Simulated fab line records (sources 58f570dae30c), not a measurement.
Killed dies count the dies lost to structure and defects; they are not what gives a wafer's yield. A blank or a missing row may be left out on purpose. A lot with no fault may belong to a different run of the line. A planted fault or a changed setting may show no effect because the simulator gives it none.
What tool caused it?    flow berkeleyCmos170    7 lots with 21 wafers sampled at 3 steps, on a route of 331 steps

== WHAT EACH GAUGE READ, for each wafer ==
UCB170_NVT_OVL_MEAS_06.
lot   measured      on          NVT_OVL (nm)
L389  day 5 16:51   overlay-01  -3 -11 -6
L397  day 7 18:41   overlay-02  -4 -6 -5
L400  day 8 09:22   overlay-01  2 1 -3
L403  day 8 22:31   overlay-01  -3 -4 -11
L407  day 9 15:01   overlay-01  -12 -6 -11
L408  day 9 14:56   overlay-02  -4 -6 -8
L411  day 10 00:45  overlay-02  3 -6 -1

== WHAT TOOL EACH LOT RAN ON (gives the tool, then ch and the chambers of the sampled wafers, and finally the start) ==
lot   UCB170_NWELL_IMPLANT_14         UCB170_NWELL_STRIP_15
L389  implanter-02 ch 0, day 2 11:32  plasmaAsher-01 ch 0, day 2 11:41
L397  implanter-02 ch 0, day 4 04:43  plasmaAsher-03 ch 0,1, day 4 04:51
L400  implanter-01 ch 0, day 4 23:34  plasmaAsher-02 ch 0,1, day 4 23:43
L403  implanter-01 ch 0, day 5 09:50  plasmaAsher-02 ch 0,1, day 5 09:59
L407  implanter-01 ch 0, day 6 04:38  plasmaAsher-01 ch 0, day 6 04:47
L408  implanter-01 ch 0, day 6 10:43  plasmaAsher-02 ch 0,1, day 6 10:52
L411  implanter-02 ch 0, day 7 03:59  plasmaAsher-03 ch 0,1, day 7 04:08
- UCB170_NWELL_IMPLANT_14
- UCB170_NWELL_STRIP_15: strips in O2.

== THE ANSWER, worked out from the rows above alone ==
Rule: the lots themselves supply what counts as usual. Put in order of their means at a reading, lots are off if they are a third of the lots or fewer, leave a main group of 4 or more, and stand apart from it by a gap of 3 or more times the standard deviation of the main group's means; of several such gaps the widest counts. A main group whose means are all the same, to the digits that the tables above print for the reading, isn't used. A lot without any number at a reading at which 4 lots or more have one is off too. Where the step has rows for the other lots, those lots are counted as sound.
Nothing can be told from this: no lot is off at any reading shown.

== WHAT THE SIMULATOR PUT IN ==
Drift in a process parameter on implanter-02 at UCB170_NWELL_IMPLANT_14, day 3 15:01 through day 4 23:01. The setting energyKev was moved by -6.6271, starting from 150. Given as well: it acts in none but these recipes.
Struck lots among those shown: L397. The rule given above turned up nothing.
